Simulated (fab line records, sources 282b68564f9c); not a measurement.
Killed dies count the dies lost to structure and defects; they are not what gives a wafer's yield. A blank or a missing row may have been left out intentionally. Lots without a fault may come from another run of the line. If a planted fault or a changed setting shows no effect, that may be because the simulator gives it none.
fab line records	flow rit_cmos
record: lots: 6	wafers: 18	last_day: 8
route steps=202 shown GATE@89 REOX@98 NLDD@103 PLDD@114 SPACER@125 M1@202
lots that met no fault: taken from a fault-free run of the same line
start_h: the number of hours between the record's first day and the start of the first shown wafer of the lot	wait_h: hours since the lot's step before	" unchanged from the row above	L1.1+2: a row that stands for several wafers	- either no value or no given start	* or withheld: withheld	< > ~ a bound
route shown NAME@n: NAME is a module with steps in the file, n the number in the route of the first one	usual: average and standard deviation across the fault-free wafers	same: alike in all rows	chamber/n: place in a boat	sites: the reading at each site	_std_site: standard deviation across them	_edge_site: the outer-site mean with the inner-site mean subtracted	radius_mm: for every site, how far away it sits from the centre of the wafer	mask NAME#n: copy n	behind: tool/chamber where the wafer was last shaped	hold: the reason the lot was held/the length of the hold in hours/how it ended	device: transistor that didn't switch, given as n, p or np	end of line: the same wafers' tests at the end of the route	a step without rows: its recipe alone	killed: count of dies lost to structure and defects at first sort (not the wafer's yield)	map: shows each die of a wafer: x if killed, . if not, _ if none is there
set.NAME: the run value of the setting; set.NAME@STEP: its run value at that earlier step	model.NAME: the simulator's own value behind a step, which no gauge read
certain route steps with their lots: each step a table, each wafer a row
services: a tool's chamber out of use, with start hour (start_h, from the record's first day; less than 0 if before it), hours out, and reason
== steps ==
step: RIT_GATE_EXPOSE_13
recipe: mask_id: M6	na: 0.6	source_shape: conventional	sigma_outer: 0.6	target_cd_nm: 150	dose_mj: 380
step: RIT_GATE_PEB_14
recipe: resist: NOVOLAK	temp_c: withheld	time_s: withheld
step: RIT_GATE_DEVELOP_15
recipe: resist: NOVOLAK	develop_time_s: 50	dev_temp_c: 23
step: RIT_GATE_CD_MEAS_16
recipe: target_cd_nm: 150
usual: cd_nm: 149.1/2.2
lot.wafer	tool	chamber	start_h	wait_h	cd_nm
L469.1	cd_sem-02	-	80.31	-	144.0
L469.3	"	-	"	"	145.1
L469.5	"	-	"	"	143.4
L471.1	cd_sem-01	-	90.74	-	147.5
L471.2	"	-	"	"	150.4
L471.5	"	-	"	"	147.7
L475.3	cd_sem-02	-	112.76	-	151.6
L475.5	"	-	"	"	152.3
L475.6	"	-	"	"	151.2
L476.2	cd_sem-01	-	124.70	-	148.3
L476.3	"	-	"	"	148.4
L476.5	"	-	"	"	149.8
L477.2	cd_sem-02	-	140.42	-	149.6
L477.4	"	-	"	"	151.6
L477.5	"	-	"	"	150.5
L479.2	cd_sem-02	-	146.13	-	151.5
L479.3	"	-	"	"	150.0
L479.5	"	-	"	"	150.3
step: RIT_GATE_OVL_MEAS_17
usual: GATE_OVL: 0.0/1.4
lot.wafer	tool	chamber	start_h	wait_h	GATE_OVL[nm]
L469.1	overlay-01	-	80.43	0.1	3.0
L469.3	"	-	"	"	0.8
L469.5	"	-	"	"	2.0
L471.1	overlay-01	-	90.86	0.1	0.3
L471.2	"	-	"	"	-0.9
L471.5	"	-	"	"	0.9
L475.3	overlay-02	-	112.85	0.1	0.7
L475.5	"	-	"	"	0.6
L475.6	"	-	"	"	0.3
L476.2	overlay-02	-	124.81	0.1	-1.1
L476.3	"	-	"	"	-0.8
L476.5	"	-	"	"	3.0
L477.2	overlay-02	-	140.52	0.1	0.4
L477.4	"	-	"	"	-0.8
L477.5	"	-	"	"	2.4
L479.2	overlay-02	-	146.24	0.1	-1.1
L479.3	"	-	"	"	-1.0
L479.5	"	-	"	"	1.2
step: RIT_GATE_HARDBAKE_18
recipe: resist: NOVOLAK	temp_c: 140	time_s: 60
step: RIT_GATE_ETCH_19
recipe: chemistry: SF6/CHF3/O2	time_s: 165	SF6_flow_sccm: 30	CHF3_flow_sccm: 30	O2_flow_sccm: 5	target: poly-Si	pressure_mtorr: 40	rf_w: 160	target_depth_a: 3125	over_etch_frac: 0.25	stop_on: SiO2
usual: drypump_motor_current_A: 5.54/0.28	oes_product_au: 0.849/0.016	throttle_valve_pct: 10.24/0.06
lot.wafer	tool	chamber	start_h	wait_h	drypump_motor_current_A	oes_product_au	rf_hours_counter_h	throttle_valve_pct
L469.1	rie_si-01	3	80.62	0.1	5.29	0.870	1	10.14
L469.3	"	1	"	"	5.58	0.830	145	10.31
L469.5	"	3	"	"	5.27	0.851	-	10.14
L471.1	rie_si-01	2	91.05	0.1	5.78	0.864	0	10.33
L471.2	"	0	"	"	5.85	0.844	141	10.27
L471.5	"	2	"	"	5.77	0.846	-	10.32
L475.3	rie_si-01	3	113.03	0.1	5.30	0.856	1	10.14
L475.5	"	1	"	"	5.56	0.828	-	10.29
L475.6	"	2	"	"	5.75	0.843	-	10.32
L476.2	rie_si-02	0	124.99	0.1	5.35	0.834	146	10.23
L476.3	"	3	"	"	5.43	0.828	1	10.25
L476.5	"	1	"	"	5.98	0.875	-	10.18
L477.2	rie_si-01	0	140.70	0.1	5.86	0.831	141	10.26
L477.4	"	2	"	"	5.76	0.854	-	10.33
L477.5	"	0	"	"	5.87	0.834	-	10.26
L479.2	rie_si-01	2	146.42	0.1	5.78	0.854	1	10.31
L479.3	"	0	"	"	5.87	0.832	141	10.26
L479.5	"	3	"	"	5.31	0.871	-	10.14
step: RIT_GATE_STRIP_20
recipe: chemistry: O2	time_s: 180	resist: NOVOLAK	platen_temp_c: withheld	power_w: 500	pressure_mtorr: 4000	o2_flow_sccm: 4000
usual: drypump_motor_current_A: 5.9/0.49
lot.wafer	tool	chamber	start_h	wait_h	drypump_motor_current_A	rf_hours_counter_h
L469.1	plasma_asher-01	1	80.72	0.1	5.9	27
L469.3	"	0	"	"	5.4	-
L469.5	"	0	"	"	5.4	-
L471.1	plasma_asher-01	0	91.16	0.1	5.4	28
L471.2	"	1	"	"	5.8	28
L471.5	"	1	"	"	5.8	-
L475.3	plasma_asher-03	1	113.19	0.1	6.8	-
L475.5	"	0	"	"	6.0	-
L475.6	"	1	"	"	6.8	-
L476.2	plasma_asher-03	1	125.10	0.1	6.8	48
L476.3	"	0	"	"	6.0	-
L476.5	"	1	"	"	6.9	-
L477.2	plasma_asher-03	0	140.81	0.1	6.0	49
L477.4	"	0	"	"	6.0	-
L477.5	"	0	"	"	6.0	-
L479.2	plasma_asher-01	1	146.53	0.1	5.9	33
L479.3	"	0	"	"	5.4	-
L479.5	"	0	"	"	5.4	-
step: RIT_GATE_CD_MEAS_90
recipe: target_cd_nm: 150
usual: cd_nm: 149.1/2.2
lot.wafer	tool	chamber	start_h	wait_h	cd_nm
L469.1	cd_sem-02	-	80.90	0.1	143.6
L469.3	"	-	"	"	145.1
L469.5	"	-	"	"	143.3
L471.1	cd_sem-02	-	91.33	0.1	147.5
L471.2	"	-	"	"	150.5
L471.5	"	-	"	"	147.6
L475.3	cd_sem-02	-	113.35	0.1	151.7
L475.5	"	-	"	"	152.2
L475.6	"	-	"	"	151.1
L476.2	cd_sem-02	-	125.29	0.1	148.4
L476.3	"	-	"	"	148.8
L476.5	"	-	"	"	150.2
L477.2	cd_sem-02	-	141.01	0.1	150.0
L477.4	"	-	"	"	151.7
L477.5	"	-	"	"	150.2
L479.2	cd_sem-01	-	146.72	0.1	151.7
L479.3	"	-	"	"	150.2
L479.5	"	-	"	"	150.6
step: RIT_REOX_CLEAN_00
recipe: chemistry: SC1	mix: 3:3:50	time_s: 600	temp_c: 75
step: RIT_REOX_CLEAN_01
recipe: chemistry: dHF	dilution: 50:1	time_s: 30
step: RIT_REOX_CLEAN_02
recipe: chemistry: SC2	mix: 3:3:50	time_s: 600	temp_c: 75	dry: n2_spin
step: RIT_REOX_OXIDATION_03
recipe: temp_c: 900	ambient: O2	target_thk_a: 252	ox_time_s: 5580
usual: spike_tc_centre_C: 902.2/1.3	spike_tc_load_C: 929/3.5	spike_tc_source_C: 922/3	tube_center_temp_C: 900/0.083	tube_center_temp_C_max: 902.3/0.38
lot.wafer	tool	chamber	start_h	wait_h	spike_tc_centre_C	spike_tc_load_C	spike_tc_source_C	tube_center_temp_C	tube_center_temp_C_max	model.SiO2_of_REOX_OXIDATION_03.thk_nm
L469.1	furnace-01	0	85.36	3.9	903.5	926	919	900.01	902.3	25.71
L469.3	"	0	"	"	904.4	926	919	900.03	902.7	25.85
L469.5	"	0	"	"	901.3	926	919	899.92	902.0	26.14
L471.1	furnace-01	0	92.58	0.8	902.5	928	920	899.98	902.1	25.23
L471.2	"	0	"	"	902.7	929	919	900.05	902.2	25.56
L471.5	"	0	"	"	903.4	926	919	899.92	902.4	26.11
L475.3	furnace-01	0	117.05	3.3	903.6	927	919	899.97	902.4	24.81
L475.5	"	0	"	"	904.4	924	919	899.92	901.9	25.04
L475.6	"	0	"	"	904.8	925	919	899.89	902.1	25
L476.2	furnace-01	0	134.88	9.1	889.3	912	907	885.98	887.9	22.05
L476.3	"	0	"	"	888.2	914	906	885.96	889.6	22.3
L476.5	"	0	"	"	888.7	914	904	886.13	888.2	22.28
L477.2	furnace-04	0	145.46	4.0	901.2	934	922	899.93	902.1	25.95
L477.4	"	0	"	"	903.0	933	924	899.98	902.2	26.28
L477.5	"	0	"	"	901.4	934	924	900.09	902.4	25.81
L479.2	furnace-01	0	152.73	5.5	888.6	911	907	885.99	888.9	23.16
L479.3	"	0	"	"	888.9	912	906	886.17	888.8	22.98
L479.5	"	0	"	"	890.5	911	906	886.07	888.5	22.79
step: RIT_REOX_THK_MEAS_04
recipe: reads: SiO2_of_REOX_OXIDATION_03
usual: REOX_OXIDE_THK: 25.3/0.58
lot.wafer	tool	chamber	start_h	wait_h	REOX_OXIDE_THK[nm]
L469.1	film_metro-02	-	87.91	0.0	25.7
L469.3	"	-	"	"	25.9
L469.5	"	-	"	"	26.2
L471.1	film_metro-02	-	95.13	0.0	25.2
L471.2	"	-	"	"	25.6
L471.5	"	-	"	"	26.1
L475.3	film_metro-03	-	119.62	0.0	24.8
L475.5	"	-	"	"	25.1
L475.6	"	-	"	"	25.0
L476.2	film_metro-03	-	137.44	0.0	22.0
L476.3	"	-	"	"	22.3
L476.5	"	-	"	"	22.3
L477.2	film_metro-04	-	148.02	0.0	26.0
L477.4	"	-	"	"	26.3
L477.5	"	-	"	"	25.8
L479.2	film_metro-04	-	155.29	0.0	23.2
L479.3	"	-	"	"	23.0
L479.5	"	-	"	"	22.8
step: RIT_NLDD_HMDS_00
recipe: prime_time_s: 60	prime_temp_c: 140
step: RIT_NLDD_COAT_01
recipe: resist: NOVOLAK	spin_rpm: 3250	resist_thk_nm: 1000
step: RIT_NLDD_SOFTBAKE_02
recipe: resist: NOVOLAK	temp_c: 90	time_s: 60
step: RIT_NLDD_EXPOSE_03
recipe: mask_id: M7	na: 0.57	target_cd_nm: 40700	dose_mj: 250
step: RIT_NLDD_PEB_04
recipe: resist: NOVOLAK	temp_c: withheld	time_s: withheld
step: RIT_NLDD_DEVELOP_05
recipe: resist: NOVOLAK	develop_time_s: 50	dev_temp_c: 23
step: RIT_NLDD_OVL_MEAS_06
usual: NLDD_OVL: -0.5/1.6
lot.wafer	tool	chamber	start_h	wait_h	NLDD_OVL[nm]
L469.1	overlay-02	-	88.94	-	-1.9
L469.3	"	-	"	"	-1.2
L469.5	"	-	"	"	-1.6
L471.1	overlay-02	-	96.16	-	-0.5
L471.2	"	-	"	"	0.6
L471.5	"	-	"	"	1.1
L475.3	overlay-02	-	120.76	-	-0.8
L475.5	"	-	"	"	-2.1
L475.6	"	-	"	"	-0.9
L476.2	overlay-02	-	138.35	-	-1.2
L476.3	"	-	"	"	-0.8
L476.5	"	-	"	"	-2.9
L477.2	overlay-01	-	149.05	-	-0.7
L477.4	"	-	"	"	-1.3
L477.5	"	-	"	"	-1.3
L479.2	overlay-01	-	156.32	-	0.9
L479.3	"	-	"	"	0.2
L479.5	"	-	"	"	1.4
step: RIT_NLDD_HARDBAKE_07
recipe: resist: NOVOLAK	temp_c: 140	time_s: 60
step: RIT_NLDD_IMPLANT_08
recipe: species: P	energy_kev: 20	dose_cm2: 5e+14	tilt_deg: 7
step: RIT_NLDD_STRIP_09
recipe: chemistry: O2	time_s: 180	resist: NOVOLAK	platen_temp_c: withheld	power_w: 500	pressure_mtorr: 4000	o2_flow_sccm: 4000
usual: drypump_motor_current_A: 5.9/0.46
lot.wafer	tool	chamber	start_h	wait_h	drypump_motor_current_A	rf_hours_counter_h
L469.1	plasma_asher-03	0	89.31	0.1	6.0	45
L469.3	"	0	"	"	6.0	-
L469.5	"	1	"	"	6.8	-
L471.1	plasma_asher-02	1	96.50	0.1	5.5	44
L471.2	"	0	"	"	5.9	44
L471.5	"	1	"	"	5.5	-
L475.3	plasma_asher-03	1	121.14	0.1	6.8	-
L475.5	"	0	"	"	6.0	-
L475.6	"	1	"	"	6.8	-
L476.2	plasma_asher-02	1	138.68	0.1	5.5	1
L476.3	"	0	"	"	5.9	-
L476.5	"	1	"	"	5.5	-
L477.2	plasma_asher-01	0	149.38	0.1	5.4	33
L477.4	"	0	"	"	5.4	-
L477.5	"	1	"	"	5.8	-
L479.2	plasma_asher-03	1	156.65	0.1	6.8	51
L479.3	"	1	"	"	6.8	-
L479.5	"	0	"	"	6.0	-
step: RIT_NLDD_TW_MEAS_10
usual: NLDD_TW: 2505/28
lot.wafer	tool	chamber	start_h	wait_h	NLDD_TW
L469.1	film_metro-01	-	89.48	0.1	2491
L469.3	"	-	"	"	2498
L469.5	"	-	"	"	2505
L471.1	film_metro-02	-	96.67	0.1	2484
L471.2	"	-	"	"	2508
L471.5	"	-	"	"	2494
L475.3	film_metro-02	-	121.28	0.1	2477
L475.5	"	-	"	"	2478
L475.6	"	-	"	"	2495
L476.2	film_metro-02	-	138.87	0.1	2485
L476.3	"	-	"	"	2488
L476.5	"	-	"	"	2496
L477.2	film_metro-02	-	149.57	0.1	2503
L477.4	"	-	"	"	2499
L477.5	"	-	"	"	2508
L479.2	film_metro-02	-	156.83	0.1	2494
L479.3	"	-	"	"	2488
L479.5	"	-	"	"	2481
step: RIT_PLDD_HMDS_00
recipe: prime_time_s: 60	prime_temp_c: 140
step: RIT_PLDD_COAT_01
recipe: resist: NOVOLAK	spin_rpm: 3250	resist_thk_nm: 1000
step: RIT_PLDD_SOFTBAKE_02
recipe: resist: NOVOLAK	temp_c: 90	time_s: 60
step: RIT_PLDD_EXPOSE_03
recipe: mask_id: M8	na: 0.57	target_cd_nm: 40900	dose_mj: 250
step: RIT_PLDD_PEB_04
recipe: resist: NOVOLAK	temp_c: withheld	time_s: withheld
step: RIT_PLDD_DEVELOP_05
recipe: resist: NOVOLAK	develop_time_s: 50	dev_temp_c: 23
step: RIT_PLDD_OVL_MEAS_06
usual: PLDD_OVL: -0.4/1.4
lot.wafer	tool	chamber	start_h	wait_h	PLDD_OVL[nm]
L469.1	overlay-02	-	90.39	-	-0.1
L469.3	"	-	"	"	0.7
L469.5	"	-	"	"	0.7
L471.1	overlay-02	-	97.58	-	-2.3
L471.2	"	-	"	"	-3.2
L471.5	"	-	"	"	-2.2
L475.3	overlay-02	-	122.31	-	0.7
L475.5	"	-	"	"	0.4
L475.6	"	-	"	"	-1.5
L476.2	overlay-01	-	139.90	-	-0.8
L476.3	"	-	"	"	0.5
L476.5	"	-	"	"	-1.3
L477.2	overlay-01	-	150.77	-	0.5
L477.4	"	-	"	"	-0.7
L477.5	"	-	"	"	0.8
L479.2	overlay-02	-	157.95	-	0.4
L479.3	"	-	"	"	0.4
L479.5	"	-	"	"	2.2
step: RIT_PLDD_HARDBAKE_07
recipe: resist: NOVOLAK	temp_c: 140	time_s: 60
step: RIT_PLDD_IMPLANT_08
recipe: species: BF2	energy_kev: 20	dose_cm2: 9e+14	tilt_deg: 7
step: RIT_PLDD_STRIP_09
recipe: chemistry: O2	time_s: 180	resist: NOVOLAK	platen_temp_c: withheld	power_w: 500	pressure_mtorr: 4000	o2_flow_sccm: 4000
usual: drypump_motor_current_A: 5.9/0.47
lot.wafer	tool	chamber	start_h	wait_h	drypump_motor_current_A	rf_hours_counter_h
L469.1	plasma_asher-03	0	90.73	0.1	6.0	45
L469.3	"	1	"	"	6.8	-
L469.5	"	0	"	"	6.0	-
L471.1	plasma_asher-03	1	97.92	0.1	6.8	46
L471.2	"	0	"	"	6.0	46
L471.5	"	1	"	"	6.8	-
L475.3	plasma_asher-02	1	122.69	0.1	5.5	-
L475.5	"	1	"	"	5.5	-
L475.6	"	0	"	"	5.9	-
L476.2	plasma_asher-04	0	140.23	0.1	5.8	50
L476.3	"	1	"	"	5.4	-
L476.5	"	1	"	"	5.4	-
L477.2	plasma_asher-02	1	151.11	0.1	5.5	2
L477.4	"	1	"	"	5.5	-
L477.5	"	0	"	"	5.9	-
L479.2	plasma_asher-03	1	158.28	0.1	6.8	51
L479.3	"	1	"	"	6.8	-
L479.5	"	1	"	"	6.8	-
step: RIT_PLDD_TW_MEAS_10
usual: PLDD_TW: 2366/25
lot.wafer	tool	chamber	start_h	wait_h	PLDD_TW
L469.1	film_metro-02	-	90.90	0.1	2358
L469.3	"	-	"	"	2354
L469.5	"	-	"	"	2363
L471.1	film_metro-02	-	98.09	0.1	2344
L471.2	"	-	"	"	2355
L471.5	"	-	"	"	2353
L475.3	film_metro-01	-	122.83	0.1	2368
L475.5	"	-	"	"	2353
L475.6	"	-	"	"	2373
L476.2	film_metro-02	-	140.41	0.1	2344
L476.3	"	-	"	"	2339
L476.5	"	-	"	"	2351
L477.2	film_metro-03	-	151.29	0.1	2398
L477.4	"	-	"	"	2403
L477.5	"	-	"	"	2387
L479.2	film_metro-01	-	158.46	0.1	2345
L479.3	"	-	"	"	2336
L479.5	"	-	"	"	2342
step: RIT_SPACER_CLEAN_00
recipe: chemistry: SC1	mix: 3:3:50	time_s: 600	temp_c: 75
lot.wafer	tool	chamber	start_h	wait_h	model.SiO2_of_REOX_OXIDATION_03.thk_nm
L469.1	wet_bench-01	0	90.96	0.1	23.71
L469.3	"	0	"	"	23.85
L469.5	"	0	"	"	24.11
L471.1	wet_bench-04	3	98.15	0.1	23.3
L471.2	"	3	"	"	23.59
L471.5	"	3	"	"	24.1
L475.3	wet_bench-04	1	122.87	0.0	22.88
L475.5	"	1	"	"	23.1
L475.6	"	1	"	"	23.07
L476.2	wet_bench-04	3	140.46	0.0	20.35
L476.3	"	3	"	"	20.59
L476.5	"	3	"	"	20.57
L477.2	wet_bench-04	2	151.34	0.0	23.98
L477.4	"	2	"	"	24.29
L477.5	"	2	"	"	23.85
L479.2	wet_bench-01	2	158.51	0.0	21.35
L479.3	"	2	"	"	21.19
L479.5	"	2	"	"	21.02
step: RIT_SPACER_CLEAN_01
recipe: chemistry: dHF	dilution: 50:1	time_s: 30
step: RIT_M1_PROBE_99
usual: killed_at_front_end: 7/3.1	killed_dies: 7/3.1	killed_open: 3.8/2.3	killed_short: 3.2/1.9
same: gross_dies: 264	killed_at_M0_to_M3: 0	killed_at_M4_up: 0	killed_at_back_side: 0	killed_at_contacts: 0	killed_at_other: 0
lot.wafer	tool	chamber	start_h	wait_h	killed_at_front_end	killed_dies	killed_open	killed_short	model.etest.pmos_turned.r_on_ohm_um	model.etest.pmos_0p3.r_on_ohm_um	model.etest.pmos_0p15.r_on_ohm_um	model.etest.pldd.rs_ohm_sq	model.etest.nmos_0p3.r_on_ohm_um	model.etest.nmos_0p15.r_on_ohm_um	model.etest.nmos_turned.drive_ua_um	model.etest.nldd.rs_ohm_sq
L469.1	prober-01	-	104.22	0.1	6	6	2	4	3609	6452	2824	567.7	2229	1164	312.5	387.4
L469.3	prober-01	-	104.32	0.2	1	1	0	1	3673	6610	2864	582.9	2216	1129	310.7	392.8
L469.5	prober-01	-	104.42	0.2	9	9	3	6	3648	6587	2860	602	2216	1132	309.8	398.1
L471.1	prober-01	-	111.46	0.1	4	4	3	1	3417	6280	2709	507	2172	1108	318.9	371.5
L471.2	prober-01	-	111.51	0.1	8	8	3	5	3498	6256	2788	526.7	2159	1115	310.3	380.9
L471.5	prober-01	-	111.66	0.2	7	7	4	3	3631	6459	2832	552.9	2215	1143	299.6	388.5
L475.3	prober-01	-	137.50	0.2	7	7	4	3	3447	6332	2818	492.9	2203	1179	324.5	377.6
L475.5	prober-01	-	137.60	0.2	3	3	2	1	3440	6241	2767	499.7	2147	1140	317.9	381.6
L475.6	prober-01	-	137.65	0.2	5	5	3	2	3440	6249	2824	502.1	2172	1141	322.5	382.6
L476.2	prober-01	-	153.98	0.1	6	6	5	1	2956	5843	2459	388.9	2003	1012	397.6	315
L476.3	prober-01	-	154.03	0.2	15	15	13	2	3075	5881	2543	398.5	2043	1077	393.7	319.5
L476.5	prober-01	-	154.13	0.2	10	10	7	3	3025	5865	2499	400.7	2018	1015	391.2	319
L477.2	prober-02	-	165.67	0.1	13	13	5	8	3618	6460	2854	553.3	2158	1145	310.6	390.4
L477.4	prober-02	-	165.77	0.2	10	10	5	5	3738	6542	2952	574	2198	1156	294.7	397.6
L477.5	prober-02	-	165.82	0.2	5	5	3	2	3710	6599	2980	544.6	2232	1212	312.8	388.2
L479.2	prober-02	-	180.44	0.1	7	7	5	2	3153	6100	2610	412.6	2049	1052	372.1	341.6
L479.3	prober-02	-	180.49	0.2	5	5	3	2	3098	6054	2551	406.2	2052	1040	375.4	340.5
L479.5	prober-02	-	180.59	0.2	7	7	6	1	3108	6007	2568	399.1	2076	1089	380.3	339.4
killed by level:class
L469.1 GATE:geometric_particle:short=4 FOX1:geometric_particle:open=1 GATE:geometric_particle:open=1
L469.3 GATE:geometric_particle:short=1
L469.5 SILICIDE:geometric_particle:short=3 GATE:geometric_particle:short=2 GATE:geometric_particle:open=2 SPACER:geometric_particle:short=1 SILICIDE:geometric_particle:open=1
L471.1 GATE:geometric_particle:open=2 GATE:geometric_particle:short=1 SPACER:geometric_particle:open=1
L471.2 FOX1:geometric_particle:open=2 GATE:geometric_particle:short=2 REOX:geometric_particle:short=2 REOX:geometric_particle:open=1 SILICIDE:geometric_particle:short=1
L471.5 GATE:geometric_particle:short=3 GATE:geometric_particle:open=2 REOX:geometric_particle:open=1 SILICIDE:geometric_particle:open=1
L475.3 GATE:geometric_particle:open=3 FOX1:geometric_particle:short=1 FOX2:geometric_particle:short=1 GATE:geometric_particle:short=1 REOX:geometric_particle:open=1
L475.5 FOX1:geometric_particle:open=1 SPACER:geometric_particle:short=1 SILICIDE:geometric_particle:open=1
L475.6 FOX1:geometric_particle:open=1 FOX2:geometric_particle:open=1 GATE:geometric_particle:open=1 REOX:geometric_particle:short=1 SPACER:geometric_particle:short=1
L476.2 FOX2:geometric_particle:open=3 FOX1:geometric_particle:short=1 FOX1:geometric_particle:open=1 GATE:geometric_particle:open=1
L476.3 FOX1:geometric_particle:open=4 SPACER:geometric_particle:open=4 FOX2:geometric_particle:open=2 REOX:geometric_particle:open=2 SILICIDE:geometric_particle:short=2 GATE:geometric_particle:open=1
L476.5 FOX1:geometric_particle:open=2 FOX2:geometric_particle:short=2 GATE:geometric_particle:open=2 SILICIDE:geometric_particle:open=2 SPACER:geometric_particle:open=1 SILICIDE:geometric_particle:short=1
L477.2 GATE:geometric_particle:short=4 FOX2:geometric_particle:short=2 GATE:geometric_particle:open=2 REOX:geometric_particle:open=2 REOX:geometric_particle:short=2 SILICIDE:geometric_particle:open=1
L477.4 REOX:geometric_particle:open=3 ACTIVE:geometric_particle:short=1 FOX1:geometric_particle:short=1 FOX2:geometric_particle:short=1 FOX2:geometric_particle:open=1 GATE:geometric_particle:short=1 GATE:geometric_particle:open=1 SPACER:geometric_particle:short=1
L477.5 GATE:geometric_particle:open=3 GATE:geometric_particle:short=1 SPACER:geometric_particle:short=1
L479.2 GATE:geometric_particle:open=2 REOX:geometric_particle:open=2 FOX1:geometric_particle:short=1 GATE:geometric_particle:short=1 SPACER:geometric_particle:open=1
L479.3 SPACER:geometric_particle:open=2 GATE:geometric_particle:open=1 GATE:geometric_particle:short=1 SPACER:geometric_particle:short=1
L479.5 SPACER:geometric_particle:open=4 GATE:geometric_particle:open=1 GATE:geometric_particle:short=1 REOX:geometric_particle:open=1
== services ==
tool	chamber	start_h	hours	kind
rie_si-02	0	72.58	18.3	repair
furnace-01	-	74.66	2.8	pm
plasma_asher-02	-	74.68	1.6	repair
furnace-04	-	77.11	9.9	pm
wet_bench-04	-	88.83	1.9	pm
wet_bench-04	-	103.31	1.6	repair
plasma_asher-02	-	108.75	9.0	pm
plasma_asher-02	0	108.75	9.0	vent_cycle
plasma_asher-02	1	108.75	9.0	vent_cycle
plasma_asher-02	0	117.75	-	clean
plasma_asher-02	1	117.75	-	clean
furnace-01	-	121.53	2.6	pm
furnace-04	-	124.60	2.8	pm
rie_si-02	0	129.10	-	clean
rie_si-02	0	129.10	16.2	scheduled_down
rie_si-02	0	129.10	16.2	vent_cycle
rie_si-01	1	131.99	-	clean
rie_si-01	1	131.99	21.8	scheduled_down
rie_si-01	1	131.99	21.8	vent_cycle
wet_bench-01	-	136.99	4.4	repair
rie_si-01	0	155.65	-	clean
rie_si-01	0	155.65	27.1	scheduled_down
rie_si-01	0	155.65	27.1	vent_cycle
== key ==
first_sign: step: RIT_REOX_OXIDATION_03	reading: tube_center_temp_C	direction: down	sigmas: 99+	usual: *	struck: *
effect: step: RIT_REOX_OXIDATION_03	reading: tube_center_temp_C_max	direction: down	sigmas: 36	usual: *	struck: *
effect: step: RIT_REOX_THK_MEAS_04	reading: REOX_OXIDE_THK	direction: down	sigmas: 4.7	usual: 25.3	struck: 22.6
model_effect: step: RIT_REOX_OXIDATION_03	value: SiO2_of_REOX_OXIDATION_03.thk_nm	without: 25.98	struck: 22.6
model_effect: step: RIT_SPACER_CLEAN_00	value: SiO2_of_REOX_OXIDATION_03.thk_nm	without: 23.96	struck: 20.84
model_effect: step: RIT_M1_PROBE_99	value: etest.pmos_turned.r_on_ohm_um	without: 3538	struck: 3069
met_at RIT_REOX_OXIDATION_03
struck_wafers L476.2,L476.3,L476.5,L479.2,L479.3,L479.5
tester_left_out L476,L479
onset_between 117.05 134.88
fault: kind: process_parameter_drift	tool: furnace-01	chamber: -	onset_h: 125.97	steps: RIT_REOX_OXIDATION_03	channel: temp_c	offset: *	shape: step	end_h: 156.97	acts_in: *	stated: *
tester_left_out: of these lots the tester's yield and bins aren't shown, on N5 and GAA mostly nor the transistor test; their killed dies are dies lost to structure and defects alone, not to doping, threshold or leakage, so they don't give the yield
